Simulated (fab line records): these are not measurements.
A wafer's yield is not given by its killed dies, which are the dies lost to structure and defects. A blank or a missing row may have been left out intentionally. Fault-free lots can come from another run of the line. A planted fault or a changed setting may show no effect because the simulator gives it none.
Struck lot and sound lot, side by side / flow rit-cmos / 18 out of 202 route steps
Sound: these wafers, L847.1, L847.2, L847.5. Wafers L857.1, L857.4, L857.6 were the ones struck. The cause comes at the end.
For every step that has rows: the tool of each side, followed by ch and its chambers, followed by its first start. Under that, the readings that differ: sound wafers / struck wafers / difference of the means / sigmas: that difference in standard deviations of wafers without a fault.
alike: readings whose means differ by less than 2 such deviations, and words and numbers that are the same on both sides. not compared: withheld readings, readings that some wafer has no value for, bounds like >300 that may hide the same value, and numbers for which the record gives no deviation and whose values overlap.
The two part at a step that has a row with sigmas, a row that says differs or no value, or rows on one side only. Numbers that don't overlap but have no deviation are shown without sigmas and don't part them. A reading missing from all wafers of one side parts the sides only when that side holds two or more wafers.

first, 4 steps without rows for these wafers: RIT_PSD_SOFTBAKE_02 (time 60 s); RIT_PSD_EXPOSE_03 (exposes mask M10, target cd 40900 nm); RIT_PSD_PEB_04; RIT_PSD_DEVELOP_05 (develop time 50 s).
RIT_PSD_OVL_MEAS_06:
  sound on overlay-01, day 3 05:50; struck on overlay-02, day 5 08:03
  alike: PSD_OVL
then, 2 steps without rows for these wafers: RIT_PSD_HARDBAKE_07 (time 60 s); RIT_PSD_IMPLANT_08.
RIT_PSD_STRIP_09: strips in O2, time 180 s.
  sound on plasma-asher-02 ch 0,1, day 3 06:10; struck on plasma-asher-01 ch 1, day 5 08:23
  alike: drypump-motor-current-A
  not compared: rf-hours-counter-h
RIT_PSD_TW_MEAS_10:
  sound on film-metro-03, day 3 06:20; struck on film-metro-03, day 5 08:34
  alike: PSD_TW
then, 3 steps without rows for these wafers: RIT_SDANNEAL_CLEAN_00 (cleans in SC1, time 600 s); RIT_SDANNEAL_CLEAN_01 (cleans in dHF, time 30 s); RIT_SDANNEAL_CLEAN_02 (cleans in SC2, time 600 s).
RIT_SDANNEAL_RTA_03: time 5 s.
  sound on rtp-anneal-01 ch 0, day 3 06:46; struck on rtp-anneal-01 ch 0, day 5 08:59
reading=wafer_temp_C_max; sound=1053.2 1052.7 1051.5; struck=1033.5 1031.6 1033.1; difference=-19.7; sigmas=-18
RIT_SDANNEAL_RS_MEAS_04: measurement is done with a four-point probe.
  sound on film-metro-04, day 3 06:50; struck on film-metro-03, day 5 09:02
reading=PSD_RS (ohm/sq); sound=116.0 115.5 115.6; struck=130.5 130.7 130.4; difference=+14.8; sigmas=+45
RIT_SDANNEAL_RS_MEAS_05: measurement is done with a four-point probe.
  sound on film-metro-04, day 3 06:57; struck on film-metro-03, day 5 09:10
reading=NSD_RS (ohm/sq); sound=84.5 84.5 84.7; struck=85.5 85.5 85.7; difference=+1.0; sigmas=+3
RIT_SDANNEAL_RS_MEAS_06: measurement is done with a four-point probe.
  sound on film-metro-04, day 3 07:04; struck on film-metro-03, day 5 09:17
reading=PLDD_RS (ohm/sq); sound=178.5 177.5 177.7; struck=194.7 195.7 194.8; difference=+17.2; sigmas=+32
RIT_SDANNEAL_RS_MEAS_07: measurement is done with a four-point probe.
  sound on film-metro-04, day 3 07:11; struck on film-metro-03, day 5 09:24
reading=NLDD_RS (ohm/sq); sound=150.5 151.0 151.1; struck=153.8 152.9 153.3; difference=+2.5; sigmas=+5
RIT_M1_PROBE_99:
  sound on prober-02, day 3 14:18; struck on prober-02, day 5 16:45
reading=model.etest.pmos-turned.r-on-ohm-um; sound=3434 3449 3549; struck=3860 3899 3783; difference=+370; sigmas=
reading=model.etest.pmos_0p15.r-on-ohm-um; sound=2755 2792 2863; struck=3022 3068 3028; difference=+236; sigmas=
reading=model.etest.pmos-turned.drive-ua-um; sound=189.6 186.7 181.1; struck=159.6 158.1 164.7; difference=-25.0; sigmas=
reading=model.etest.pmos_0p15.drive-ua-um; sound=254.1 253.4 242.2; struck=230 227.6 234.4; difference=-19; sigmas=
reading=model.etest.contact-pplus.end-ohm-um; sound=43.16 43.77 42.64; struck=51.07 52.24 50.96; difference=+8.23; sigmas=
reading=model.etest.pmos-narrow.drive-ua-um; sound=100 99.27 99.4; struck=96.76 95.05 98.47; difference=-2.80; sigmas=
  alike: killed-at-contacts, killed-at-front-end, killed-dies, killed-open, killed-short
  not compared: model.etest.pmos_0p3.r-on-ohm-um, model.etest.pmos_0p3.drive-ua-um

## WHERE THEY PART
First at RIT_SDANNEAL_RTA_03; last, within this record, at RIT_SDANNEAL_RS_MEAS_07. Later steps at which nothing parts them and some readings are alike: RIT_M1_PROBE_99.

WHY: what the simulator had put in
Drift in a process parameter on rtp-anneal-01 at RIT_SDANNEAL_RTA_03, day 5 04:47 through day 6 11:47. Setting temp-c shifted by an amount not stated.
